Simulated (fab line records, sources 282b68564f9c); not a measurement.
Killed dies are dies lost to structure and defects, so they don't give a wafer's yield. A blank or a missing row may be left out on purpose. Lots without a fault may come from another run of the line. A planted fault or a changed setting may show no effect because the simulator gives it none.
fab line records | flow rit_cmos
record lots=6 wafers=18 last_day=6
route steps=202 shown NRETRO@60 PRETRO@64 GATE@75 M1@202
lots that met no fault: from a run of the same line without faults
start_h: hours from the record's first day to the start of the lot's first wafer shown | wait_h: hours since the lot's step before | " the same as in the row above | L1.1+2: a row that stands for several wafers | - no value, or no start given | * or withheld: withheld | < > ~ a bound
route shown NAME@n: a module of which the file shows steps, and the number in the route of the first | usual: mean/standard deviation of fault-free wafers | same: alike in all rows | chamber/n: place in a boat | sites: the reading at each site | _std_site: their standard deviation | _edge_site: outer sites' mean less inner sites' | radius_mm: how far each site lies from the wafer's centre | mask NAME#n: copy n | behind: the tool/chamber that last shaped the wafer | hold: why the lot was held/for how many hours/how that ended | device: the transistor (n, p or np) that didn't switch | end of line: the same wafers' tests at the end of the route | a step without rows: its recipe alone | killed: dies lost to structure and defects at the first sort, not the wafer's yield | map: a wafer's dies, x killed, . not, _ none there
set.NAME: the setting as run; set.NAME@STEP: as run at that earlier step | model.NAME: the simulator's own value behind a step, which no gauge read
lots at some steps of the route; a table a step, a row a wafer
services: from which hour (start_h, from the record's first day; less than 0 if before it) a tool's chamber was out of use, for how many hours, and why
## steps
# step RIT_NRETRO_HARDBAKE_07
# recipe resist=NOVOLAK temp_c=140 time_s=120
# step RIT_NRETRO_IMPLANT_08
# recipe species=P energy_kev=70 dose_cm2=1e+13 tilt_deg=7
# step RIT_NRETRO_STRIP_09
# recipe chemistry=O2 time_s=180 resist=NOVOLAK platen_temp_c=withheld power_w=500 pressure_mtorr=4000 o2_flow_sccm=4000
# usual drypump_motor_current_A=5.6/0.45 rf_refl_power_W=5.7/1
# columns lot.wafer tool chamber start_h wait_h drypump_motor_current_A rf_hours_counter_h rf_refl_power_W
L789.2 plasma_asher-01 0 36.10 0.1 6.1 43 6.1
L789.4 " 0 " " 6.1 - 5.9
L789.5 " 1 " " 5.1 - 6.5
L791.2 plasma_asher-01 1 46.45 0.1 5.1 44 6.2
L791.5 " 0 " " 6.1 - 6.0
L791.6 " 1 " " 5.1 - 6.4
L795.2 plasma_asher-04 0 65.65 0.1 5.3 42 5.5
L795.3 " 0 " " 5.3 - 5.6
L795.6 " 0 " " 5.3 - 5.4
L797.3 plasma_asher-01 0 79.76 0.1 6.2 - 5.9
L797.5 " 0 " " 6.1 - 6.0
L797.6 " 1 " " 5.1 - 6.5
L804.2 plasma_asher-04 0 111.32 0.1 5.3 47 5.8
L804.3 " 1 " " 6.0 - 4.1
L804.5 " 0 " " 5.2 - 5.8
L806.1 plasma_asher-01 0 123.64 0.1 6.1 52 6.0
L806.3 " 1 " " 5.1 - 6.3
L806.4 " 0 " " 6.1 - 5.9
# step RIT_NRETRO_TW_MEAS_10
# usual NRETRO_TW=1049/4.7
# columns lot.wafer tool chamber start_h wait_h NRETRO_TW
L789.2 film_metro-01 - 36.28 0.1 1051
L789.4 " - " " 1051
L789.5 " - " " 1049
L791.2 film_metro-02 - 46.63 0.1 1052
L791.5 " - " " 1040
L791.6 " - " " 1050
L795.2 film_metro-02 - 65.83 0.1 1049
L795.3 " - " " 1048
L795.6 " - " " 1045
L797.3 film_metro-04 - 79.90 0.1 1047
L797.5 " - " " 1047
L797.6 " - " " 1051
L804.2 film_metro-01 - 111.51 0.1 1053
L804.3 " - " " 1051
L804.5 " - " " 1052
L806.1 film_metro-02 - 123.81 0.1 1056
L806.3 " - " " 1052
L806.4 " - " " 1051
# step RIT_PRETRO_HMDS_00
# recipe prime_time_s=60 prime_temp_c=140
# step RIT_PRETRO_COAT_01
# recipe resist=NOVOLAK spin_rpm=2000 resist_thk_nm=1300
# step RIT_PRETRO_SOFTBAKE_02
# recipe resist=NOVOLAK temp_c=90 time_s=60
# step RIT_PRETRO_EXPOSE_03
# recipe mask_id=M5 na=0.57 target_cd_nm=43700 dose_mj=250
# step RIT_PRETRO_PEB_04
# recipe resist=NOVOLAK temp_c=withheld time_s=withheld
# step RIT_PRETRO_DEVELOP_05
# recipe resist=NOVOLAK develop_time_s=68 dev_temp_c=23
# step RIT_PRETRO_OVL_MEAS_06
# usual PRETRO_OVL=-0.8/1.4
# columns lot.wafer tool chamber start_h wait_h PRETRO_OVL[nm]
L789.2 overlay-02 - 37.34 - -1.5
L789.4 " - " " -0.7
L789.5 " - " " -0.5
L791.2 overlay-02 - 47.69 - -1.2
L791.5 " - " " -0.9
L791.6 " - " " -0.6
L795.2 overlay-01 - 66.77 - -2.1
L795.3 " - " " -2.3
L795.6 " - " " -1.8
L797.3 overlay-02 - 80.83 - 4.1
L797.5 " - " " 1.4
L797.6 " - " " 2.2
L804.2 overlay-01 - 112.44 - -1.8
L804.3 " - " " -0.7
L804.5 " - " " -1.4
L806.1 overlay-01 - 124.75 - -2.9
L806.3 " - " " -0.6
L806.4 " - " " -0.1
# step RIT_PRETRO_HARDBAKE_07
# recipe resist=NOVOLAK temp_c=140 time_s=120
# step RIT_PRETRO_IMPLANT_08
# recipe species=B energy_kev=45 dose_cm2=1.2e+13 tilt_deg=7
# columns lot.wafer tool chamber start_h wait_h
L789.2+4+5 implanter-01 0 37.65 0.2
L791.2+5+6 implanter-04 0 48.00 0.2
L795.2+3+6 implanter-01 0 67.07 0.2
L795.2+3+6 implanter-01 0 67.39 0.3
L797.3+5+6 implanter-02 0 81.15 0.2
L797.3+5+6 implanter-02 0 81.47 0.3
L804.2+3+5 implanter-02 0 112.75 0.2
L806.1+3+4 implanter-04 0 125.04 0.2
# step RIT_PRETRO_STRIP_09
# recipe chemistry=O2 time_s=180 resist=NOVOLAK platen_temp_c=withheld power_w=500 pressure_mtorr=4000 o2_flow_sccm=4000
# usual drypump_motor_current_A=5.7/0.47 rf_refl_power_W=6.1/1.6
# columns lot.wafer tool chamber start_h wait_h drypump_motor_current_A rf_hours_counter_h rf_refl_power_W
L789.2 plasma_asher-01 0 37.77 0.1 6.1 43 6.1
L789.4 " 0 " " 6.1 - 6.1
L789.5 " 0 " " 6.1 - 5.9
L791.2 plasma_asher-01 1 48.12 0.1 5.1 44 5.9
L791.5 " 0 " " 6.1 - 6.1
L791.6 " 1 " " 5.1 - 6.3
L795.2 plasma_asher-01 0 67.51 0.1 6.1 46 6.0
L795.3 " 0 " " 6.2 - 6.0
L795.6 " 1 " " 5.1 - 6.1
L797.3 plasma_asher-02 1 81.63 0.1 5.2 - 9.6
L797.5 " 0 " " 6.2 - 5.5
L797.6 " 1 " " 5.2 - 9.9
L804.2 plasma_asher-04 0 112.87 0.1 5.3 47 5.9
L804.3 " 1 " " 6.0 - 4.2
L804.5 " 1 " " 6.0 - 4.2
L806.1 plasma_asher-04 1 125.19 0.1 6.0 48 4.1
L806.3 " 1 " " 6.0 - 4.1
L806.4 " 0 " " 5.3 - 5.9
# step RIT_PRETRO_TW_MEAS_10
# usual PRETRO_TW=477/5.5
# columns lot.wafer tool chamber start_h wait_h PRETRO_TW
L789.2 film_metro-02 - 37.96 0.1 472
L789.4 " - " " 472
L789.5 " - " " 474
L791.2 film_metro-01 - 48.31 0.1 470
L791.5 " - " " 467
L791.6 " - " " 473
L795.2 film_metro-01 - 67.70 0.1 585
L795.3 " - " " 583
L795.6 " - " " 582
L797.3 film_metro-03 - 81.76 0.1 598
L797.5 " - " " 601
L797.6 " - " " 600
L804.2 film_metro-03 - 113.06 0.1 483
L804.3 " - " " 484
L804.5 " - " " 484
L806.1 film_metro-01 - 125.36 0.1 477
L806.3 " - " " 478
L806.4 " - " " 476
# step RIT_GATE_WET_ETCH_00
# recipe chemistry=BOE target=SiO2 target_depth_nm=56 time_s=60 dry=n2_spin dilution=10:1 temp_c=21.5
# step RIT_M1_PROBE_99
# usual killed_at_contacts=0.1/0.32 killed_at_front_end=7/3 killed_dies=7/3.1 killed_open=3.3/1.8 killed_short=3.6/2
# same gross_dies=264 killed_at_M0_to_M3=0 killed_at_M4_up=0 killed_at_back_side=0 killed_at_other=0
# columns lot.wafer tool chamber start_h wait_h killed_at_contacts killed_at_front_end killed_dies killed_open killed_short
L795.2 prober-02 - 98.71 0.1 0 6 6 2 4
L795.3 prober-02 - 98.76 0.2 0 6 6 5 1
L795.6 prober-02 - 98.91 0.2 0 7 7 4 3
L797.3 prober-02 - 109.48 0.2 0 7 7 3 4
L797.5 prober-02 - 109.58 0.2 0 10 10 5 5
L797.6 prober-02 - 109.63 0.2 0 4 4 1 3
# killed by level:class
L795.2 GATE:geometric_particle:short=2 FOX2:geometric_particle:short=1 GATE:geometric_particle:open=1 REOX:geometric_particle:short=1 SPACER:geometric_particle:open=1
L795.3 GATE:geometric_particle:open=4 FOX1:geometric_particle:short=1 SPACER:geometric_particle:open=1
L795.6 REOX:geometric_particle:open=3 GATE:geometric_particle:short=2 FOX1:geometric_particle:open=1 REOX:geometric_particle:short=1
L797.3 REOX:geometric_particle:open=2 FOX1:geometric_particle:open=1 FOX2:geometric_particle:short=1 GATE:geometric_particle:short=1 REOX:geometric_particle:short=1 SILICIDE:geometric_particle:short=1
L797.5 GATE:geometric_particle:short=2 GATE:geometric_particle:open=2 SPACER:geometric_particle:open=2 SILICIDE:geometric_particle:short=2 FOX1:geometric_particle:short=1 REOX:geometric_particle:open=1
L797.6 FOX2:geometric_particle:short=1 GATE:geometric_particle:short=1 REOX:geometric_particle:short=1 REOX:geometric_particle:open=1
## services
# columns tool chamber start_h hours kind
implanter-04 - 36.35 3.1 pm
implanter-02 - 65.66 1.6 repair
plasma_asher-04 - 66.74 3.4 repair
implanter-01 - 74.73 2.6 repair
implanter-04 - 107.55 4.1 repair
plasma_asher-02 - 108.75 9.0 pm
plasma_asher-02 0 108.75 9.0 vent_cycle
plasma_asher-02 1 108.75 9.0 vent_cycle
plasma_asher-02 0 117.75 - clean
plasma_asher-02 1 117.75 - clean
## key
first_sign step=RIT_PRETRO_IMPLANT_08 reading=visit direction=added
effect step=RIT_PRETRO_TW_MEAS_10 reading=PRETRO_TW direction=up sigmas=21 usual=477 struck=592
met_at RIT_PRETRO_IMPLANT_08
struck_wafers L795.2,L795.3,L795.6,L797.3,L797.5,L797.6
tester_left_out L795,L797
fault kind=repeated_step_whole tool=implanter-01,implanter-02,implanter-04 chamber=- onset_h=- steps=RIT_PRETRO_IMPLANT_08 times=1 scope=struck_lots_only
# tester_left_out: of these lots the tester's yield and bins aren't shown, on N5 and GAA mostly nor the transistor test; their killed dies are dies lost to structure and defects alone, not to doping, threshold or leakage, so they don't give the yield
